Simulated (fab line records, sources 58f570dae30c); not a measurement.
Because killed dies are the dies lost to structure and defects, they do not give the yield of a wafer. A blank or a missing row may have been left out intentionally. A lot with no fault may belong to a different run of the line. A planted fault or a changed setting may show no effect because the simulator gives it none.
Code-filled problem report in 8D (eight disciplines) form	flow berkeleyCmos170	the parts of the form that need people (team, actions taken, sign-off) are left out

== 1. WHAT WENT WRONG ==
Mean PVT_TW at UCB170_PVT_TW_MEAS_09: 465 over 9 wafers in 3 lots; fault-free wafers: 508, standard deviation 4.8. That puts it -8.9 standard deviations away from the usual mean.
First observed at day 8 15:44: wafer L482.1, on filmMetro-02. The record holds 42 wafers of 14 lots with a number at this step. Rule for "out" (also "out of limits"): further than 4 standard deviations from the usual mean. All remaining wafers that have a number are taken as sound.

== 2. WHAT IT IS AND WHAT IT IS NOT ==
question	is	is not
which readings at this step	PVT_TW	-
which lots	L482, L485, L487	L474, L475, L476, L477, L478, L479, L480, L492, L494, L496, L497
which wafers of those lots	all that have a number	-
read on which gauges	filmMetro-02	filmMetro-03, filmMetro-04
when	from day 8 15:44	up to then (21 sound wafers); but 12 sound wafers of L492, L494, L496, L497 came after

== 3. WHAT RULES OUT EACH SUSPECT ==
Counting: a tool stays on the suspect list if, at a process step up to the reading, it processed all lots that are out and no sound lot following the first of them.
- the gauge at UCB170_PVT_TW_MEAS_09 has been ruled out. All the wafers that are out were read on filmMetro-02, but those of them that UCB170_PVT_IMPLANT_07 has rows for are out there too, on other tools.
- implanter-04 at UCB170_PVT_IMPLANT_07: kept. It processed each lot that is out, first L482 at day 8 15:29, and no sound lot thereafter; up to then, the last sound lot it processed was L480 at day 8 05:22. Its own doseIonsCm2, faradayCurrentUA readings are out on those wafers.
Remaining after the count: implanter-04 at UCB170_PVT_IMPLANT_07.

== 4. THE CAUSE (what the simulator had put in) ==
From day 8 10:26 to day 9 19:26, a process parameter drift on implanter-04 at UCB170_PVT_IMPLANT_07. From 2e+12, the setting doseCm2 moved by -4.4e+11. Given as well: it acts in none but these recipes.
This tool alone remained once counting was done.

== 5. THE CHAIN OF EFFECTS, in route order ==
Rows list readings where the struck wafers' mean (over those with a number) sits beyond 3 standard deviations from the usual. Only readings whose record carries a usual standard deviation are examined. hours: median over the lots of the time between each lot's start at the first step of this table that gives one and its start at this step. sigmas: the change, counted in usual standard deviations.
hours	step	reading	usual	on struck wafers	change	sigmas
0	UCB170_PVT_IMPLANT_07	doseIonsCm2	1.9993e+12	1.5606e+12	-4.3869e+11	-99 or more
0	UCB170_PVT_IMPLANT_07	faradayCurrentUA	6.35	4.90	-1.45	-11
0	UCB170_PVT_TW_MEAS_09	PVT_TW	508	465	-43	-8.9
Process steps it contains:
- UCB170_PVT_IMPLANT_07

== 6. HOW IT WOULD HAVE BEEN CAUGHT EARLIER ==
The first out-of-limits reading at a measuring or inspecting step in this record came at day 8 15:44, 5 hours after the fault's start at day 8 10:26.
At UCB170_PVT_IMPLANT_07, the tool's own readings (doseIonsCm2, faradayCurrentUA) were out on each struck wafer the step has a row for, so an alarm limit on them would have fired on the first such wafer.
Lots out: 3; of these, L485, L487 started UCB170_PVT_IMPLANT_07 on implanter-04 after day 8 15:44. A hold on the tool at that time would have spared those 2.
